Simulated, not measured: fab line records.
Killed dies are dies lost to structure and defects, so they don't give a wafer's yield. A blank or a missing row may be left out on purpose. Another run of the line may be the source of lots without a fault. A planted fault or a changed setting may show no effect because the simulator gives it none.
Code-filled problem report in 8D (eight disciplines) form || flow rit_cmos || the parts of the form that need people (team, actions taken, sign-off) are left out

## 1. WHAT IS WRONG
M1_AL_RS at RIT_M1_RS_MEAS_01 reads a mean of 0.0468 ohm/sq on 6 wafers of 2 lots; wafers without a fault read 0.0733 ohm/sq with a standard deviation of 0.0008. That puts it -33 standard deviations away from the usual mean.
The step: measures by four-point-probe.
Earliest sighting: wafer L497.2 on film_metro-02 at day 6 04:16. At this step, 42 wafers from 14 lots have a number in the record. The rule behind "out" and "out of limits": a value lying over 4 standard deviations away from the usual mean. The other wafers with a number count as sound.

## 2. WHAT IT IS, WHAT IT ISN'T
{"question": "which readings at this step", "is": "M1_AL_RS", "is not": "-"}
{"question": "which lots", "is": "L497, L499", "is not": "L483, L484, L486, L487, L488, L489, L491, L492, L494, L496, L502, L504"}
{"question": "which wafers of those lots", "is": "all that have a number", "is not": "-"}
{"question": "read on which gauges", "is": "film_metro-02", "is not": "film_metro-03"}
{"question": "when", "is": "from day 6 04:16", "is not": "up to then (30 sound wafers); but 6 sound wafers of L502, L504 came after"}

## 3. THE SUSPECTS, EACH WITH WHAT RULES IT OUT
Counting: any tool at a process step up to the reading is kept as a suspect provided that every lot that is out went through it and no sound lot did after the first of them.
- the gauge at RIT_M1_RS_MEAS_01 has been ruled out. All the wafers that are out were read on film_metro-02, but those of them that RIT_M1_METAL_ETCH_12 has rows for are out there too, on other tools.
- pvd_sputter-01 at RIT_M1_SPUTTER_00 (material Al, target thk 400 nm, time 500 s): kept. All lots that are out passed through it, beginning with L497 at day 6 03:58, and no sound lot followed; its final sound lot before that point was L491 at day 4 22:32.
After counting, what remains is pvd_sputter-01 at RIT_M1_SPUTTER_00.

## 4. THE CAUSE (what the simulator had put in)
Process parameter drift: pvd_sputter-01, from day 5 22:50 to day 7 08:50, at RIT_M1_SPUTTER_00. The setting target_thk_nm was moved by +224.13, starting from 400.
The count eliminated every tool but this one.

## 5. SEQUENCE OF EFFECTS, ordered by route
Each row: a reading where the mean over the struck wafers with a number is more than 3 standard deviations away from the usual. Readings are gone through only where the record gives a usual standard deviation; hours: the median, over the lots, of the time from a lot's start at the first step in this table giving one to that lot's start at this step; sigmas: the change measured in usual standard deviations.
{"hours": 0, "step": "RIT_M1_RS_MEAS_01", "reading": "M1_AL_RS", "usual": "0.0733 ohm/sq", "on struck wafers": 0.0468, "change": -0.0265, "sigmas": -33}
{"hours": 0, "step": "RIT_M1_THK_MEAS_02", "reading": "M1_AL_THK", "usual": "402 nm", "on struck wafers": 627, "change": "+225", "sigmas": "+48"}
{"hours": 2, "step": "RIT_M1_METAL_ETCH_12", "reading": "oes_product_au", "usual": "0.768 a.u.", "on struck wafers": 0.990, "change": "+0.222", "sigmas": "+19"}
{"hours": 4, "step": "RIT_M1_PROBE_99", "reading": "defect_limited_yield", "usual": "97.6 %", "on struck wafers": 24.4, "change": -73.2, "sigmas": -67}
{"hours": 4, "step": "RIT_M1_PROBE_99", "reading": "killed_at_M0_to_M3", "usual": 0.0, "on struck wafers": 192.5, "change": "+192.5", "sigmas": "+99 or more"}
{"hours": 4, "step": "RIT_M1_PROBE_99", "reading": "killed_dies", "usual": 6.4, "on struck wafers": 199.5, "change": "+193.1", "sigmas": "+67"}
{"hours": 4, "step": "RIT_M1_PROBE_99", "reading": "killed_on_rim", "usual": 1.7, "on struck wafers": 59.2, "change": "+57.5", "sigmas": "+41"}
Process steps it contains:
- RIT_M1_METAL_ETCH_12: etches Al in Cl2/BCl3, stops on SiO2, time 165 s, target depth 600 nm.
- RIT_M1_PROBE_99

## 6. WHAT WOULD HAVE CAUGHT IT SOONER
The first out-of-limits reading at a measuring or inspecting step in this record came at day 6 04:16, 5 hours after the fault's start at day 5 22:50.
Tool readings at RIT_M1_SPUTTER_00 with a usual standard deviation given in the record: none out on any struck wafer, hence no alarm at a limit of 4 standard deviations on them.
Lots out: 2; of these, L499 started RIT_M1_SPUTTER_00 on pvd_sputter-01 after day 6 04:16. It would have been spared by a hold on the tool at that moment.
